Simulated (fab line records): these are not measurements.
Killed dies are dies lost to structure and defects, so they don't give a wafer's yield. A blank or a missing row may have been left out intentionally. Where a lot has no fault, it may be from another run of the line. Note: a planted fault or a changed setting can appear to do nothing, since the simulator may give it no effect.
Shared-tool check + flow rit cmos + 42 wafers sampled across 14 lots

REASON FOR OPENING
At RIT_M1_CD_MEAS_09 the reading cd nm is flagged on 3 of 14 lots. Fault-free wafers read 2599.3 nm, with a standard deviation of 2.
Rule: a lot gets a flag if all its wafers with a number sit over 4 standard deviations from that mean, or if no wafer of it has a number. The other lots count as sound.

| lot  | measured    | on        | cd nm (nm), wafer by wafer | flag    |
|------|-------------|-----------|----------------------------|---------|
| L306 | day 3 08:48 | cd sem-01 | 2601.1 2601.0 2601.9       |         |
| L307 | day 3 11:38 | cd sem-02 | 2595.7 2596.2 2600.3       |         |
| L308 | day 3 17:02 | cd sem-01 | 2596.9 2596.3 2598.4       |         |
| L309 | day 3 23:07 | cd sem-01 | 2527.8 2532.0 2530.0       | FLAGGED |
| L310 | day 4 02:32 | cd sem-01 | 2600.4 2601.1 2600.1       |         |
| L311 | day 4 09:37 | cd sem-01 | 2543.0 2541.9 2542.6       | FLAGGED |
| L312 | day 4 14:42 | cd sem-01 | 2597.7 2599.1 2600.7       |         |
| L314 | day 4 23:44 | cd sem-01 | 2546.7 2545.5 2546.3       | FLAGGED |
| L320 | day 6 05:09 | cd sem-01 | 2599.4 2602.2 2600.7       |         |
| L325 | day 7 09:05 | cd sem-01 | 2597.7 2597.8 2596.9       |         |
| L326 | day 7 11:31 | cd sem-02 | 2596.6 2598.2 2599.2       |         |
| L327 | day 7 15:43 | cd sem-01 | 2599.9 2599.8 2598.2       |         |
| L328 | day 7 21:07 | cd sem-01 | 2597.5 2598.7 2599.9       |         |
| L329 | day 8 00:50 | cd sem-02 | 2594.9 2597.2 2596.6       |         |
On average the flagged lots' numbers are 2539.5 nm, which is -59.8 nm against the usual, or -30 standard deviations.

TOOL THAT RAN EACH LOT
The record holds 1 process step before the reading, out of a route of 202 steps. Every cell lists first the tool, next ch and the chambers used by the sampled wafers, and last the start.
| lot  | flag    | RIT_M1_COAT_04                   |
|------|---------|----------------------------------|
| L306 |         | litho track-04 ch 0, day 3 07:58 |
| L307 |         | litho track-02 ch 0, day 3 10:47 |
| L308 |         | litho track-02 ch 0, day 3 16:19 |
| L309 | FLAGGED | litho track-02 ch 0, day 3 22:16 |
| L310 |         | litho track-01 ch 0, day 4 01:42 |
| L311 | FLAGGED | litho track-02 ch 0, day 4 08:46 |
| L312 |         | litho track-01 ch 0, day 4 13:58 |
| L314 | FLAGGED | litho track-02 ch 0, day 4 22:57 |
| L320 |         | litho track-04 ch 0, day 6 04:25 |
| L325 |         | litho track-01 ch 0, day 7 08:22 |
| L326 |         | litho track-01 ch 0, day 7 10:40 |
| L327 |         | litho track-01 ch 0, day 7 14:52 |
| L328 |         | litho track-02 ch 0, day 7 20:23 |
| L329 |         | litho track-01 ch 0, day 8 00:07 |
What the steps here do:
- RIT_M1_COAT_04: resist thk 1300 nm.
- RIT_M1_CD_MEAS_09: target cd 2600 nm.

FLAGGED OVER TOTAL, TOOL BY TOOL (the gauges that took the reading come last)
| step              | tool           | lots run | flagged | share of the flagged lots | sound lots run after its first flagged lot |
|-------------------|----------------|----------|---------|---------------------------|--------------------------------------------|
| RIT_M1_COAT_04    | litho track-01 | 6        | 0       | none                      | -                                          |
| RIT_M1_COAT_04    | litho track-02 | 6        | 3       | all                       | 1 (L328)                                   |
| RIT_M1_COAT_04    | litho track-04 | 2        | 0       | none                      | -                                          |
| RIT_M1_CD_MEAS_09 | cd sem-01      | 11       | 3       | all                       | 6 (L310,L312,L320,L325,L327,L328)          |
| RIT_M1_CD_MEAS_09 | cd sem-02      | 3        | 0       | none                      | -                                          |

WHAT THE TABLE PERMITS
2 rows of the table ran every flagged lot: litho track-02 at RIT_M1_COAT_04, cd sem-01 at RIT_M1_CD_MEAS_09.
- litho track-02 at RIT_M1_COAT_04: 3 of its 6 lots flagged. Sound lots followed the first flagged one (L328) on it, something a lasting fault affecting the whole tool could not allow.
- cd sem-01 at RIT_M1_CD_MEAS_09: 3 of its 11 lots flagged. Sound lots followed the first flagged one (L310, L312, L320, L325, L327, L328) on it, something a lasting fault affecting the whole tool could not allow.
None of the table's rows ran every flagged lot and, after the first, no sound lot.

WHAT WAS PUT IN BY THE SIMULATOR
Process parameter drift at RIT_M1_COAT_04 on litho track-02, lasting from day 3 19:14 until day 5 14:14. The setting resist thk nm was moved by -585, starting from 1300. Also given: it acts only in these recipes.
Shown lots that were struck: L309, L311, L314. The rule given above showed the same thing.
